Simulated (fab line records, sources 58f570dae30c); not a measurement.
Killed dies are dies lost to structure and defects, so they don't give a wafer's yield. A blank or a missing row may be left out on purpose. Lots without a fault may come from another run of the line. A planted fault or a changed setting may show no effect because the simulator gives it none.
fab line records | flow berkeley_cmos170
record lots=11 wafers=33 last_day=12
route steps=331 shown NWELL@27
lots that met no fault: from a run of the same line without faults
start_h: hours from the record's first day to the start of the lot's first wafer shown | wait_h: hours since the lot's step before | " the same as in the row above | L1.1+2: a row that stands for several wafers | - no value, or no start given | * or withheld: withheld | < > ~ a bound
route shown NAME@n: a module of which the file shows steps, and the number in the route of the first | usual: mean/standard deviation of fault-free wafers | same: alike in all rows | chamber/n: place in a boat | sites: the reading at each site | _std_site: their standard deviation | _edge_site: outer sites' mean less inner sites' | radius_mm: how far each site lies from the wafer's centre | mask NAME#n: copy n | behind: the tool/chamber that last shaped the wafer | hold: why the lot was held/for how many hours/how that ended | device: the transistor (n, p or np) that didn't switch | end of line: the same wafers' tests at the end of the route | a step without rows: its recipe alone | killed: dies lost to structure and defects at the first sort, not the wafer's yield | map: a wafer's dies, x killed, . not, _ none there
set.NAME: the setting as run; set.NAME@STEP: as run at that earlier step | model.NAME: the simulator's own value behind a step, which no gauge read
steps of the route over a sample of lots; a table a step, a row a wafer
services: from which hour (start_h, from the record's first day; less than 0 if before it) a tool's chamber was out of use, for how many hours, and why
## steps
# step UCB170_NWELL_ETCH_13
# recipe chemistry=CH3F/Ar/O2 target=Si3N4 stop_on=SiO2 CH3F_flow_sccm=20 Ar_flow_sccm=50 O2_flow_sccm=7 pressure_mtorr=50 rf_w=450 target_depth_a=2464 over_etch_frac=0.1 time_s=154
# usual drypump_motor_current_A=5.7/0.53 oes_product_au=0.937/0.014 throttle_valve_pct=7.99/0.13
# columns lot.wafer tool chamber start_h wait_h drypump_motor_current_A oes_product_au rf_hours_counter_h throttle_valve_pct
L718.4 rie_diel-01 2 68.80 0.0 6.0 0.834 25 7.94
L718.5 " 2 " " 6.0 0.839 - 7.93
L718.6 " 3 " " 5.1 0.942 - 7.83
L724.2 rie_diel-04 2 104.02 0.0 5.6 0.931 68 7.89
L724.3 " 0 " " 6.7 0.946 18 8.14
L724.4 " 3 " " 5.5 0.949 92 8.05
L725.1 rie_diel-03 1 104.14 0.0 6.6 0.958 144 7.88
L725.4 " 1 " " 6.6 0.966 - 7.89
L725.6 " 3 " " 5.3 0.947 - 7.93
L727.1 rie_diel-03 1 114.68 0.0 6.6 0.948 144 7.88
L727.3 " 3 " " 5.3 0.930 129 7.93
L727.4 " 1 " " 6.6 0.954 - 7.89
L728.3 rie_diel-04 3 123.28 0.0 5.5 0.944 93 8.04
L728.4 " 1 " " 5.0 0.913 145 8.05
L728.5 " 0 " " 6.7 0.952 - 8.14
L731.2 rie_diel-01 1 130.17 0.0 5.9 0.920 22 7.84
L731.4 " 3 " " 5.1 0.945 86 7.84
L731.6 " 0 " " 5.6 0.926 - 8.20
L730.2 rie_diel-04 2 131.02 0.0 5.6 0.934 70 7.90
L730.3 " 3 " " 5.5 0.949 93 8.06
L730.6 " 3 " " 5.5 0.945 - 8.05
L732.1 rie_diel-01 0 134.87 0.0 5.6 0.931 71 8.20
L732.2 " 1 " " 5.9 0.926 22 7.85
L732.6 " 0 " " 5.6 0.917 - 8.21
L733.4 rie_diel-01 3 137.95 0.0 5.1 0.951 86 7.83
L733.5 " 0 " " 5.6 0.932 - 8.21
L733.6 " 3 " " 5.1 0.951 - 7.84
L734.3 rie_diel-03 2 138.19 0.0 6.0 0.957 125 8.06
L734.5 " 0 " " 6.2 0.921 - 8.22
L734.6 " 3 " " 5.3 0.944 - 7.92
L735.1 rie_diel-04 3 147.34 0.0 5.5 0.948 94 8.05
L735.4 " 0 " " 6.8 0.947 20 8.15
L735.5 " 2 " " 5.6 0.934 - 7.90
# step UCB170_NWELL_STRIP_15
# recipe chemistry=O2 power_w=400 pressure_mtorr=3500 platen_temp_c=withheld o2_flow_sccm=400 overash_fraction=0.5
# usual drypump_motor_current_A=5.6/0.58 oes_product_au=0.721/0.0042 strip_time_to_endpoint_s=18.02/0.066
# same overash_fraction=0.5
# columns lot.wafer tool chamber start_h wait_h drypump_motor_current_A oes_product_au rf_hours_counter_h strip_time_to_endpoint_s
L718.4 plasma_asher-01 0 69.09 0.1 5.6 0.719 - 19.13
L718.5 " 0 " " 5.6 0.731 - 19.11
L718.6 " 1 " " 6.5 0.728 - 18.05
L724.2 plasma_asher-01 0 104.27 0.1 5.7 0.724 40 17.96
L724.3 " 1 " " 6.5 0.719 - 18.00
L724.4 " 0 " " 5.7 0.729 - 17.95
L725.1 plasma_asher-03 0 104.39 0.1 5.2 0.720 41 18.16
L725.4 " 1 " " 5.2 0.718 - 18.09
L725.6 " 0 " " 5.2 0.722 - 18.10
L727.1 plasma_asher-02 0 114.93 0.1 5.1 0.721 41 18.03
L727.3 " 0 " " 5.1 0.714 - 17.99
L727.4 " 1 " " 4.9 0.720 - 18.04
L728.3 plasma_asher-01 0 123.56 0.1 5.7 0.719 - 18.02
L728.4 " 1 " " 6.5 0.721 - 18.01
L728.5 " 0 " " 5.7 0.721 - 18.05
L731.2 plasma_asher-01 1 130.42 0.1 6.5 0.721 1 17.95
L731.4 " 1 " " 6.6 0.722 - 17.88
L731.6 " 1 " " 6.5 0.724 - 17.92
L730.2 plasma_asher-03 0 131.28 0.1 5.2 0.722 44 18.14
L730.3 " 0 " " 5.2 0.728 - 18.12
L730.6 " 1 " " 5.2 0.721 - 18.12
L732.1 plasma_asher-01 0 135.12 0.1 5.7 0.721 2 17.98
L732.2 " 1 " " 6.5 0.707 2 17.98
L732.6 " 1 " " 6.5 0.727 - 17.93
L733.4 plasma_asher-01 0 138.24 0.1 5.6 0.720 - 18.07
L733.5 " 1 " " 6.5 0.725 - 17.99
L733.6 " 0 " " 5.6 0.726 - 18.01
L734.3 plasma_asher-03 0 138.48 0.1 5.3 0.722 - 18.05
L734.5 " 1 " " 5.2 0.716 - 17.96
L734.6 " 0 " " 5.3 0.716 - 18.00
L735.1 plasma_asher-03 0 147.59 0.1 5.3 0.722 46 18.02
L735.4 " 0 " " 5.3 0.720 - 18.00
L735.5 " 0 " " 5.3 0.721 - 18.00
## services
# columns tool chamber start_h hours kind
rie_diel-01 0 54.47 9.8 repair
rie_diel-03 - 91.62 0.4 repair
rie_diel-03 0 94.68 - clean
rie_diel-03 0 94.68 28.8 scheduled_down
rie_diel-03 0 94.68 28.8 vent_cycle
rie_diel-01 - 96.25 14.6 pm
plasma_asher-02 - 97.61 3.2 repair
plasma_asher-01 - 108.75 9.0 pm
plasma_asher-01 0 108.75 9.0 vent_cycle
plasma_asher-01 1 108.75 9.0 vent_cycle
plasma_asher-01 0 117.75 - clean
plasma_asher-01 1 117.75 - clean
rie_diel-01 - 126.91 0.2 repair
## key
first_sign step=UCB170_NWELL_ETCH_13 reading=oes_product_au direction=down sigmas=7.4 usual=0.937 struck=0.836
effect step=UCB170_NWELL_STRIP_15 reading=strip_time_to_endpoint_s direction=up sigmas=17 usual=* struck=*
met_at UCB170_NWELL_ETCH_13
struck_lots L718
struck_wafers L718.4,L718.5
later_rows_left_out L718.4,L718.5
sort_left_out L718.4,L718.5
tester_left_out L718
fault kind=process_parameter_drift tool=rie_diel-01 chamber=2 onset_h=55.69 steps=UCB170_NWELL_ETCH_13 channel=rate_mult offset=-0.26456 shape=step end_h=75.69
# tester_left_out: of these lots the tester's yield and bins aren't shown, on N5 and GAA mostly nor the transistor test; their killed dies are dies lost to structure and defects alone, not to doping, threshold or leakage, so they don't give the yield
# sort_left_out: the simulated sort isn't trusted on such a fault, so these wafers' sort isn't shown, and their yield isn't known
# later_rows_left_out: the simulator's readings of these wafers behind a module that went badly wrong aren't trusted and aren't shown, but for the sort
